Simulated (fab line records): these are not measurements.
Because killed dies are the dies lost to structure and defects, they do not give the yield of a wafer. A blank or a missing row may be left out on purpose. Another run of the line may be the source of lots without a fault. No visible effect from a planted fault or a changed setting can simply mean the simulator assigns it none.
fab line records	flow rit-cmos
record lots=15	wafers=45	last-day=7
route steps=202 shown M1@192
lots that met no fault: from a run of the same line without faults
start-h: start of the lot's first displayed wafer, in hours after the record's first day	wait-h: hours elapsed since this lot's preceding step	" the same as in the row above	L1.1+2: a row that stands for several wafers	- no value, or no start given	* or withheld: withheld	< > ~ a bound
route shown NAME@n: names a module that has steps shown in the file, with the first one's number in the route	usual: the fault-free wafers' mean and standard deviation	same: alike in all rows	chamber/n: place in a boat	sites: each site's reading	_std_site: how widely they spread, as a standard deviation	_edge_site: the outer-site mean with the inner-site mean subtracted	radius-mm: how far each site lies from the wafer's centre	mask NAME#n: copy n	behind: the most recent tool/chamber to have shaped the wafer	hold: cause of the lot's hold/its duration in hours/its outcome	device: whichever transistor did not switch (one of n, p or np)	end of line: the route-end tests of the same wafers	a step without rows: its recipe alone	killed: count of dies lost to structure and defects at first sort (not the wafer's yield)	map: a wafer's dies, x killed, . not, _ none there
set.NAME: the setting the step ran with; set.NAME@STEP: the setting that earlier step ran with	model.NAME: the simulator's own value behind a step, which no gauge read
a sample of lots followed through the steps of the route, with each step as a table and each wafer as a row
## steps
# step RIT_M1_DEVELOP_08
# recipe resist=NOVOLAK	develop-time-s=68	dev-temp-c=23
lot.wafer	tool	chamber	start-h	wait-h
L297.2+3+4	litho-track-03	0	64	-
L298.3+4+6	litho-track-02	0	68	-
L299.2+3+4	litho-track-02	0	72	-
L300.1+2+4	litho-track-04	0	76	-
L301.1+3+5	litho-track-02	0	83	-
L302.1+2+6	litho-track-02	0	88	-
L304.1+2+3	litho-track-02	0	95	-
L309.2+4+5	litho-track-04	0	120	-
L310.2+3+4	litho-track-03	0	125	-
L311.1+3+4	litho-track-03	0	130	-
L312.1+5+6	litho-track-03	0	136	-
L316.3+4+5	litho-track-04	0	155	-
L317.1+2+3	litho-track-03	0	159	-
L318.1+2+4	litho-track-04	0	164	-
L319.1+4+5	litho-track-04	0	170	-
# step RIT_M1_CD_MEAS_09
# recipe target-cd-nm=2600
# usual cd-nm=2600.0/2
lot.wafer	tool	chamber	start-h	wait-h	cd-nm
L297.2	cd-sem-02	-	64.34	-	2602.6
L297.3	"	-	"	"	2602.0
L297.4	"	-	"	"	2600.8
L298.3	cd-sem-02	-	69.04	-	2599.1
L298.4	"	-	"	"	2600.5
L298.6	"	-	"	"	2602.6
L299.2	cd-sem-01	-	72.59	-	2598.6
L299.3	"	-	"	"	2598.5
L299.4	"	-	"	"	2600.3
L300.1	cd-sem-01	-	76.34	-	2599.7
L300.2	"	-	"	"	2596.8
L300.4	"	-	"	"	2598.3
L301.1	cd-sem-01	-	84.09	-	-
L301.3	"	-	"	"	-
L301.5	"	-	"	"	-
L302.1	cd-sem-01	-	88.97	-	-
L302.2	"	-	"	"	-
L302.6	"	-	"	"	-
L304.1	cd-sem-02	-	96.01	-	-
L304.2	"	-	"	"	-
L304.3	"	-	"	"	-
L309.2	cd-sem-01	-	120.24	-	2598.7
L309.4	"	-	"	"	2597.3
L309.5	"	-	"	"	2598.8
L310.2	cd-sem-01	-	125.46	-	2599.0
L310.3	"	-	"	"	2598.3
L310.4	"	-	"	"	2599.4
L311.1	cd-sem-01	-	130.85	-	2602.3
L311.3	"	-	"	"	2600.8
L311.4	"	-	"	"	2601.1
L312.1	cd-sem-01	-	136.58	-	2599.2
L312.5	"	-	"	"	2599.8
L312.6	"	-	"	"	2598.8
L316.3	cd-sem-02	-	155.36	-	2596.7
L316.4	"	-	"	"	2597.4
L316.5	"	-	"	"	2595.7
L317.1	cd-sem-01	-	160.09	-	2598.6
L317.2	"	-	"	"	2596.4
L317.3	"	-	"	"	2596.2
L318.1	cd-sem-02	-	164.76	-	2598.3
L318.2	"	-	"	"	2599.8
L318.4	"	-	"	"	2599.0
L319.1	cd-sem-01	-	170.20	-	2599.1
L319.4	"	-	"	"	2598.2
L319.5	"	-	"	"	2596.9
# step RIT_M1_OVL_MEAS_10
# usual M1_OVL=0.3/1.6
lot.wafer	tool	chamber	start-h	wait-h	M1_OVL[nm]
L297.2	overlay-01	-	64.45	0.1	-0.9
L297.3	"	-	"	"	-1.6
L297.4	"	-	"	"	-1.8
L298.3	overlay-02	-	69.13	0.1	1.5
L298.4	"	-	"	"	2.7
L298.6	"	-	"	"	4.1
L299.2	overlay-01	-	72.70	0.1	1.0
L299.3	"	-	"	"	0.2
L299.4	"	-	"	"	-0.2
L300.1	overlay-02	-	76.46	0.1	0.8
L300.2	"	-	"	"	1.2
L300.4	"	-	"	"	1.3
L301.1	overlay-01	-	84.21	0.1	-
L301.3	"	-	"	"	-
L301.5	"	-	"	"	-
L302.1	overlay-01	-	89.09	0.1	-
L302.2	"	-	"	"	-
L302.6	"	-	"	"	-
L304.1	overlay-01	-	96.13	0.1	-
L304.2	"	-	"	"	-
L304.3	"	-	"	"	-
L309.2	overlay-02	-	120.35	0.1	0.7
L309.4	"	-	"	"	0.9
L309.5	"	-	"	"	-0.7
L310.2	overlay-02	-	125.56	0.1	0.3
L310.3	"	-	"	"	0.4
L310.4	"	-	"	"	0.1
L311.1	overlay-02	-	130.97	0.1	-1.1
L311.3	"	-	"	"	1.2
L311.4	"	-	"	"	-2.1
L312.1	overlay-01	-	136.70	0.1	0.5
L312.5	"	-	"	"	0.6
L312.6	"	-	"	"	0.0
L316.3	overlay-01	-	155.45	0.1	4.7
L316.4	"	-	"	"	3.2
L316.5	"	-	"	"	3.8
L317.1	overlay-01	-	160.21	0.1	1.2
L317.2	"	-	"	"	-0.2
L317.3	"	-	"	"	-1.2
L318.1	overlay-01	-	164.88	0.1	-0.8
L318.2	"	-	"	"	-1.2
L318.4	"	-	"	"	1.8
L319.1	overlay-02	-	170.32	0.1	-0.9
L319.4	"	-	"	"	-0.7
L319.5	"	-	"	"	-0.2
# step RIT_M1_PROBE_99
# usual defect-limited-yield=97.6/1.1	killed_at_M0_to_M3=0.0/0.083	killed-at-contacts=0.1/0.25	killed-at-front-end=6.3/2.9	killed-dies=6.4/2.9	killed-on-rim=1.7/1.4	killed-open=3.3/2.1	killed-short=3.1/1.7	sort_bin_3_pad_short=0.1/0.22	sort_bin_5_function=1.4/0.75	sort_bin_6_memory=0.9/0.65	sort-n-pass=257.6/2.9	sort-yield-pct=97.6/1.1
# same gross-dies=264	killed_at_M4_up=0	killed-at-back-side=0	killed-at-other=0
lot.wafer	tool	chamber	start-h	wait-h	defect-limited-yield[%]	killed_at_M0_to_M3	killed-at-contacts	killed-at-front-end	killed-dies	killed-on-rim	killed-open	killed-short	sort_bin_3_pad_short[%]	sort_bin_5_function[%]	sort_bin_6_memory[%]	sort-n-pass	sort-yield-pct[%]
L297.2	prober-02	-	67.03	0.1	99.6	0	0	1	1	0	0	1	0	0.4	0	263.0	99.6
L297.3	prober-02	-	67.08	0.2	98.1	0	0	5	5	1	3	2	0	1.9	0	259.0	98.1
L297.4	prober-02	-	67.13	0.2	96.2	0	0	10	10	1	3	7	0.8	1.9	1.1	254.0	96.2
L298.3	prober-01	-	71.78	0.2	97.0	0	0	8	8	3	4	4	0	0.8	2.3	256.0	97.0
L298.4	prober-01	-	71.83	0.2	97.3	0	0	7	7	3	3	3	0	0.8	1.9	257.0	97.3
L298.6	prober-01	-	71.93	0.2	99.2	0	0	2	2	1	1	1	0	0.8	0	262.0	99.2
L301.1	prober-02	-	86.82	0.1	0	261	0	3	264	70	0	3	0	100.0	0	0	0
L301.3	prober-02	-	86.92	0.2	0	259	0	5	264	70	3	2	0	99.2	0.8	0	0
L301.5	prober-02	-	87.02	0.2	0	262	0	2	264	70	0	2	0	100.0	0	0	0
L302.1	prober-01	-	91.65	0.1	0	259	0	5	264	70	4	1	0	98.9	1.1	0	0
L302.2	prober-01	-	91.70	0.1	0	259	0	5	264	70	3	2	0.4	99.6	0	0	0
L302.6	prober-01	-	91.90	0.2	0	257	0	7	264	70	4	3	0	98.5	1.5	0	0
L304.1	prober-01	-	98.67	0.1	0	259	0	5	264	70	4	1	0	99.2	0.8	0	0
L304.2	prober-01	-	98.72	0.1	0	256	0	8	264	70	3	5	0.4	98.5	1.1	0	0
L304.3	prober-01	-	98.77	0.2	0	257	0	7	264	70	3	4	0.4	98.1	1.5	0	0
L309.2	prober-01	-	123.72	0.1	97.0	0	0	8	8	2	5	3	0.4	1.9	0.8	256.0	97.0
L309.4	prober-01	-	123.82	0.2	98.1	0	0	5	5	0	3	2	0.8	1.1	0	259.0	98.1
L309.5	prober-01	-	123.87	0.2	97.3	0	0	7	7	2	4	3	0	1.5	1.1	257.0	97.3
L316.3	prober-02	-	158.77	0.2	99.2	0	0	2	2	0	0	2	0.4	0	0.4	262.0	99.2
L316.4	prober-02	-	158.82	0.2	98.1	0	0	5	5	1	2	3	0	0.4	1.5	259.0	98.1
L316.5	prober-02	-	158.87	0.2	97.7	0	0	6	6	1	2	4	0	1.5	0.8	258.0	97.7
L318.1	prober-02	-	170.43	0.1	97.7	0	0	6	6	4	3	3	0	1.9	0.4	258.0	97.7
L318.2	prober-02	-	170.48	0.1	97.7	0	1	5	6	1	3	3	0.4	0.8	1.1	258.0	97.7
L318.4	prober-02	-	170.58	0.2	97.0	0	0	8	8	3	6	2	0	1.5	1.5	256.0	97.0
# killed by level:class
L297.2 SPACER:geometric-particle:short=1
L297.3 SILICIDE:geometric-particle:short=2 FOX1:geometric-particle:open=1 GATE:geometric-particle:open=1 REOX:geometric-particle:open=1
L297.4 GATE:geometric-particle:short=5 REOX:geometric-particle:open=2 REOX:geometric-particle:short=2 FOX2:geometric-particle:open=1
L298.3 GATE:geometric-particle:open=2 FOX1:geometric-particle:open=1 FOX1:geometric-particle:short=1 FOX2:geometric-particle:short=1 SPACER:geometric-particle:short=1 SILICIDE:geometric-particle:open=1 SILICIDE:geometric-particle:short=1
L298.4 GATE:geometric-particle:open=2 FOX2:geometric-particle:short=1 FOX2:geometric-particle:open=1 GATE:geometric-particle:short=1 SPACER:geometric-particle:short=1 ACTIVE:coat-microbubble-printed=1
L298.6 GATE:geometric-particle:open=1 GATE:geometric-particle:short=1
L301.1 M1:area-develop=261 GATE:geometric-particle:short=2 SPACER:geometric-particle:short=1
L301.3 M1:area-develop=259 REOX:geometric-particle:open=2 SILICIDE:geometric-particle:short=2 GATE:geometric-particle:open=1
L301.5 M1:area-develop=262 FOX1:geometric-particle:short=1 FOX2:geometric-particle:short=1
L302.1 M1:area-develop=259 GATE:geometric-particle:open=1 REOX:geometric-particle:open=1 SPACER:geometric-particle:open=1 SILICIDE:geometric-particle:short=1 SILICIDE:geometric-particle:open=1
L302.2 M1:area-develop=259 SILICIDE:geometric-particle:open=2 FOX1:geometric-particle:open=1 FOX2:geometric-particle:short=1 GATE:geometric-particle:short=1
L302.6 M1:area-develop=257 GATE:geometric-particle:short=2 GATE:geometric-particle:open=2 REOX:geometric-particle:open=1 SPACER:geometric-particle:short=1 SILICIDE:geometric-particle:open=1
L304.1 M1:area-develop=259 GATE:geometric-particle:open=4 GATE:geometric-particle:short=1
L304.2 M1:area-develop=256 REOX:geometric-particle:short=2 GATE:geometric-particle:short=1 GATE:geometric-particle:open=1 REOX:geometric-particle:open=1 SPACER:geometric-particle:short=1 SPACER:geometric-particle:open=1 SILICIDE:geometric-particle:short=1
L304.3 M1:area-develop=257 GATE:geometric-particle:short=3 FOX1:geometric-particle:open=1 FOX2:geometric-particle:open=1 REOX:geometric-particle:open=1 REOX:geometric-particle:short=1
L309.2 GATE:geometric-particle:open=3 GATE:geometric-particle:short=2 REOX:geometric-particle:open=2 SPACER:geometric-particle:short=1
L309.4 GATE:geometric-particle:open=3 FOX2:geometric-particle:short=1 GATE:geometric-particle:short=1
L309.5 GATE:geometric-particle:open=2 GATE:geometric-particle:short=2 REOX:geometric-particle:short=1 REOX:geometric-particle:open=1 SPACER:geometric-particle:open=1
L316.3 GATE:geometric-particle:short=2
L316.4 REOX:geometric-particle:short=2 GATE:geometric-particle:short=1 REOX:geometric-particle:open=1 SPACER:geometric-particle:open=1
L316.5 FOX1:geometric-particle:short=1 FOX2:geometric-particle:short=1 GATE:geometric-particle:short=1 GATE:geometric-particle:open=1 SILICIDE:geometric-particle:open=1 SILICIDE:geometric-particle:short=1
L318.1 GATE:geometric-particle:short=2 GATE:geometric-particle:open=1 REOX:geometric-particle:open=1 SILICIDE:geometric-particle:short=1 SILICIDE:geometric-particle:open=1
L318.2 FOX1:geometric-particle:short=1 FOX1:geometric-particle:open=1 FOX2:geometric-particle:open=1 GATE:geometric-particle:short=1 SPACER:geometric-particle:open=1 CONTACT:geometric-particle:short=1
L318.4 REOX:geometric-particle:open=3 GATE:geometric-particle:short=2 SILICIDE:geometric-particle:open=2 SPACER:geometric-particle:open=1
## key
first-sign step=RIT_M1_CD_MEAS_09	reading=cd-nm	direction=missing
effect step=RIT_M1_OVL_MEAS_10	reading=M1_OVL	direction=missing
effect step=RIT_M1_PROBE_99	reading=killed_at_M0_to_M3	direction=up	sigmas=99+	usual=0.0	struck=258.8
more-kills-born-at RIT_M1_DEVELOP_08@litho-track-02=2329
met-at RIT_M1_DEVELOP_08
struck-lots L301,L302,L304
later-rows-left-out L301.1,L301.3,L301.5,L302.1,L302.2,L302.6,L304.1,L304.2,L304.3
onset-between 72 83
fault kind=process-parameter-drift	tool=litho-track-02	chamber=-	onset-h=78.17	steps=RIT_M1_DEVELOP_08	channel=develop-time-s	offset=*	shape=step	end-h=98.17	acts-in=*	stated=*
# later-rows-left-out: the simulator's readings of these wafers behind a module that went badly wrong aren't trusted and aren't shown, but for the sort
